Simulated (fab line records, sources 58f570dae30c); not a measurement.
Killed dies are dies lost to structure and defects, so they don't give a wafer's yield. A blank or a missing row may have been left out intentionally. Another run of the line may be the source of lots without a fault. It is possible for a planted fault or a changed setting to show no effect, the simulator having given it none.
Chamber matching -- flow berkeley_cmos170 -- UCB170_GATE_CLEAN_17 on wet_bench-03: 3 sister chambers
The step cleans in SPM, time 600 s. 3 wafers are shown with their chamber, then 7 later ones without.

== WAFERS PAIRED WITH THEIR CHAMBERS ==
wafer,chamber,bath_heat_duty_pct (%)
L876.4,3,13.8
L881.6,2,11.0
L882.3,1,14.3

== WAFERS WHOSE CHAMBER IS MISSING ==
wafer,bath_heat_duty_pct (%)
L882.6,14.3
L883.2,12.4
L883.4,12.8
L883.6,13.7
L884.2,14.3
L884.3,15.4
L884.4,15.1

== WHICH CHAMBER EACH WENT THROUGH ==
wafer,from the rows above,in truth
L882.6,can't be placed: 1 or 3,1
L883.2,can't be placed: 2 or 3 or 1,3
L883.4,can't be placed: 3 or 1 or 2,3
L883.6,can't be placed: 3 or 1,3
L884.2,can't be placed: 1 or 3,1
L884.3,can't be placed: 1 or 3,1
L884.4,can't be placed: 1 or 3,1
Placed correctly: 0 of 7. Unplaceable from these rows: 7, with the true chamber sitting among the candidates in 7. Placed wrongly: 0.
How it was worked out, from the rows above alone: a wafer's distance from a chamber is the root of the sum, over the readings, of the square of ((its reading less the chamber's mean) divided by the reading's scatter). The wafer belongs to the nearest chamber; if the next one is less than 2 further off, it can't be placed. Each chamber's mean is taken over the wafers shown for it. The scatter (one wafer shown for each chamber): square how far every hidden wafer sits from the nearest shown wafer, average those squares and take the square root.
